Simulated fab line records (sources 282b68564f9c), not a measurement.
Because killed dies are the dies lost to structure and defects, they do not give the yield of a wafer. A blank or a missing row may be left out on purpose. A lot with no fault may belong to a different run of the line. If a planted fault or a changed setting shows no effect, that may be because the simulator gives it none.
Split-lot trial -- flow rit_cmos -- 27 wafers read from 5 lots, route of 202 steps

THE SPLIT
At RIT_CONTACT_CVD_00 (deposits SiO2 from TEOS, target thk 400 nm, time 61 s), the setting time_s was moved away from the recipe's 61 s on 9 of the 27 wafers read, by +24.8% to +55.8%. All remaining wafers had this setting at the recipe value.

No step appears in the file between the split and the reading.

THE READING
CONTACT_TEOS_THK at RIT_CONTACT_THK_MEAS_01, in nm. Typical for fault-free wafers on this fab line: 397 nm, with standard deviation 5.7 nm.

wafer,"tool, chamber at the split","time_s as run, s",against the recipe,"CONTACT_TEOS_THK, nm",against lot-mates on the recipe
L078.2,"pecvd-04, 2",61,recipe,392,-
L078.4,"pecvd-04, 0",61,recipe,401,-
L078.6,"pecvd-04, 1",61,recipe,389,-
L079.1,"pecvd-02, 0",61,recipe,401,-
L079.2,"pecvd-02, 2",61,recipe,395,-
L079.3,"pecvd-02, 1",61,recipe,393,-
L079.4,"pecvd-02, 1",61,recipe,399,-
L079.5,"pecvd-02, 0",61,recipe,400,-
L079.6,"pecvd-02, 2",61,recipe,405,-
L081.1,"pecvd-04, 1",76.1,+24.8%,485,+85
L081.2,"pecvd-04, 2",61,recipe,400,-
L081.3,"pecvd-04, 0",61,recipe,396,-
L081.4,"pecvd-04, 0",76.1,+24.8%,503,+103
L081.5,"pecvd-04, 2",61,recipe,404,-
L081.6,"pecvd-04, 1",76.1,+24.8%,492,+92
L082.1,"pecvd-02, 2",95.06,+55.8%,620,+215
L082.2,"pecvd-02, 1",61,recipe,401,-
L082.3,"pecvd-02, 0",95.06,+55.8%,623,+218
L082.4,"pecvd-02, 2",61,recipe,408,-
L082.5,"pecvd-02, 0",61,recipe,407,-
L082.6,"pecvd-02, 1",95.06,+55.8%,633,+228
L083.1,"pecvd-01, 0",61,recipe,385,-
L083.2,"pecvd-01, 1",61,recipe,397,-
L083.3,"pecvd-01, 2",85.79,+40.6%,549,+155
L083.4,"pecvd-01, 0",85.79,+40.6%,554,+160
L083.5,"pecvd-01, 1",61,recipe,400,-
L083.6,"pecvd-01, 2",85.79,+40.6%,560,+166

FIT RESULTS
A straight line over all 27 wafers: CONTACT_TEOS_THK changes by +3.98 nm for each +1% of time_s; r = +1.00; the points scatter about the line by 6.8 nm.
The same after taking each lot's own level away (the mean of its wafers on the recipe; 27 wafers): +3.93 nm for each +1%; r = +1.00; scatter 5.4 nm.
The reading moves by 2.2e+02 nm for the largest change in time_s, on that fit.
Measured against the standard deviation above, the lots' own levels, which go from 394.0 to 405.3 nm, span 2.0 times it.
So the lot-to-lot level changes the slope little: the two slopes agree.
Check: with one of the wafers moved furthest among these (+55.8%) left out of the fit, the line predicts +220 nm for it against its lot-mates. It came out at +215 nm against them.

ADDITIONAL SPLITS CARRIED BY THESE WAFERS
Other splits were also applied to these wafers ahead of the reading. Each is held against what the fit with the lots' levels taken away leaves over:
other split on the same wafers,wafers away from the commonest value,r with CONTACT_TEOS_THK (lot level and that fit taken away)
RIT_SPACER_CLEAN_00 time_s,18,+0.11

THE WHOLE CHAIN: every reading that the file lists as answering this split, in the file's order
step,what it does,reading,change (the file's fit),r (the file's)
RIT_CONTACT_CVD_00,"deposits SiO2 from TEOS, target thk 400 nm, time 61 s","SiO2_of_CONTACT_CVD_00.thk_nm (the simulator's own value, which no gauge read)",+3.92 nm for each +1% of the setting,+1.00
RIT_CONTACT_THK_MEAS_01,,CONTACT_TEOS_THK,+3.92 for each +1% of the setting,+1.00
RIT_CONTACT_ETCH_11,"etches SiO2 in CHF3/CF4/Ar, stops on TiSi2, target depth 480 nm, time 320 s","CONTACT.feature_depth_nm (the simulator's own value, which no gauge read)",+1.71 nm for each +1% of the setting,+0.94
RIT_CONTACT_ETCH_11,"etches SiO2 in CHF3/CF4/Ar, stops on TiSi2, target depth 480 nm, time 320 s","etch.depth_nm (the simulator's own value, which no gauge read)",+1.71 nm for each +1% of the setting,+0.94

FILE'S OWN FIT
CONTACT_TEOS_THK changes by +3.92 nm for each +1% of time_s, r = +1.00.
